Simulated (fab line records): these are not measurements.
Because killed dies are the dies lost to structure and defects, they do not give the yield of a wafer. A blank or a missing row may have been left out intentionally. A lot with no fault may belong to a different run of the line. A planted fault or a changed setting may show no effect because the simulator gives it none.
The tool behind it: which one? :: flow berkeleyCmos170 :: at 1 step of a route of 331, 6 lots with 18 wafers sampled

## WHAT THE GAUGES READ, wafer by wafer
UCB170_NSD_CD_MEAS_06: target cd 1200 nm.
lot: L592
measured: day 7 14:35
on: cdSem-01
cdNm (nm): 1200.2 1200.0 1199.5

lot: L590
measured: day 7 15:04
on: cdSem-01
cdNm (nm): 1197.9 1199.0 1198.8

lot: L597
measured: day 8 03:50
on: cdSem-02
cdNm (nm): 1201.4 1201.1 1201.1

lot: L595
measured: day 8 04:19
on: cdSem-02
cdNm (nm): 1201.2 1201.5 1201.3

lot: L599
measured: day 9 05:55
on: cdSem-01
cdNm (nm): 1200.9 1200.9 1200.4

lot: L600
measured: day 9 10:31
on: cdSem-01
cdNm (nm): 1199.7 1199.7 1198.6

## EACH LOT AND THE TOOL THAT RAN IT (in order: tool; ch and the chambers of the sampled wafers; start)
The record holds no process step before these readings.

## THE ANSWER, worked out from the rows above alone
Rule: usual is defined by the lots themselves. Put in order of their means at a reading, lots are off if they are a third of the lots or fewer, leave a main group of 4 or more, and stand apart from it by a gap of 3 or more times the standard deviation of the main group's means; of several such gaps the widest counts. A main group whose means are all the same, to the digits that the tables above print for the reading, isn't used. A lot without any number at a reading at which 4 lots or more have one is off too. The other lots that the step has rows for count as sound.
No lot is off on any of the readings shown, so nothing can be concluded from this.

## WHAT THE SIMULATOR PUT IN
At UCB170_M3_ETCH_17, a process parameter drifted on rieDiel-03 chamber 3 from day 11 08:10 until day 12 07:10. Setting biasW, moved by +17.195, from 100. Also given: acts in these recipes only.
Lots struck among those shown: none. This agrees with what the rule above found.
